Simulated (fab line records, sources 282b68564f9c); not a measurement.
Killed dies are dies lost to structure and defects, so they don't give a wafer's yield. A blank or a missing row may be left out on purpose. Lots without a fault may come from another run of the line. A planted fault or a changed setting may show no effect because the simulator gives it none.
One fault seen from 2 desks | flow rit_cmos | each desk has only its own numbers; what lay behind them comes last

THE TOOL OWNER'S DESK: furnace-03
The tool's own readings at RIT_GATE_OXIDATION_05 (target thk 3 nm, ox time 270 s): means of the sampled wafers that have a number, for each lot that ran on this tool. A lot is out of limits, marked OUT, if its mean lies more than 4 standard deviations from the usual mean; the brackets give that distance.
Columns: A = spike_tc_centre_C at RIT_GATE_OXIDATION_05, usual 902.5 C; B = spike_tc_load_C at RIT_GATE_OXIDATION_05, usual 926.1 C; C = tube_center_temp_C at RIT_GATE_OXIDATION_05, usual 900.01 C; D = tube_center_temp_C_max at RIT_GATE_OXIDATION_05, usual 902.3
lot  | first seen here | A                | B     | C                | D
L275 | day 2 08:31     | 902.6            | 926.8 | 899.95           | 902.2
L276 | day 2 13:03     | 901.9            | 927.0 | 900.11           | 902.5
L278 | day 3 00:57     | 902.0            | 926.7 | 899.98           | 902.6
L280 | day 3 09:37     | 902.2            | 927.2 | 899.95           | 902.2
L281 | day 3 14:03     | 906.5 (+4.0) OUT | 932.9 | 905.60 (+70) OUT | 907.7 (+15) OUT
L288 | day 5 04:13     | 908.8 (+6.3) OUT | 930.4 | 905.55 (+69) OUT | 907.8 (+16) OUT
This desk's finding: out of limits on L281, L288; first on L281, day 3 14:03 (spike_tc_centre_C at RIT_GATE_OXIDATION_05). In limits: L275, L276, L278, L280.

THE METROLOGY DESK
What the gauges read, lot by lot, whatever tool the lot ran on: means of the sampled wafers that have a number. A lot is out of limits, marked OUT, if its mean lies more than 4 standard deviations from the usual mean; the brackets give that distance.
Columns: A = GATE_OXIDE_THK at RIT_GATE_THK_MEAS_07, usual 3.02 nm
lot  | first seen here | A
L275 | day 2 09:52     | 3.01
L276 | day 2 16:04     | 2.94
L277 | day 2 21:02     | 3.09
L278 | day 3 02:16     | 3.02
L279 | day 3 06:44     | 3.09
L280 | day 3 10:56     | 3.02
L281 | day 3 15:23     | 3.19
L285 | day 4 11:46     | 3.03
L287 | day 5 01:25     | 3.07
L288 | day 5 06:19     | 3.19
L289 | day 5 09:56     | 3.02
L291 | day 5 19:02     | 3.01
L297 | day 6 23:26     | 3.00
L298 | day 7 05:37     | 3.00
This desk's finding: nothing out of limits on any of the 14 lots.

PUT TOGETHER
The tool owner's desk could have raised an alarm at day 3 14:03, on L281, L288.
The metrology desk saw nothing out of limits.
The metrology desk has L281, L288 on record, within its limits.
Of the lots named, all ran RIT_GATE_OXIDATION_05 on furnace-03.

WHAT THE SIMULATOR HAD PUT IN
Process parameter drift: furnace-03, from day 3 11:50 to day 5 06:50, at RIT_GATE_OXIDATION_05. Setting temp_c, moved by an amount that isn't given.
Lots struck among those shown: L281, L288.
Hours from the fault's start to each desk's first reading out of limits: the tool owner's desk, 2.
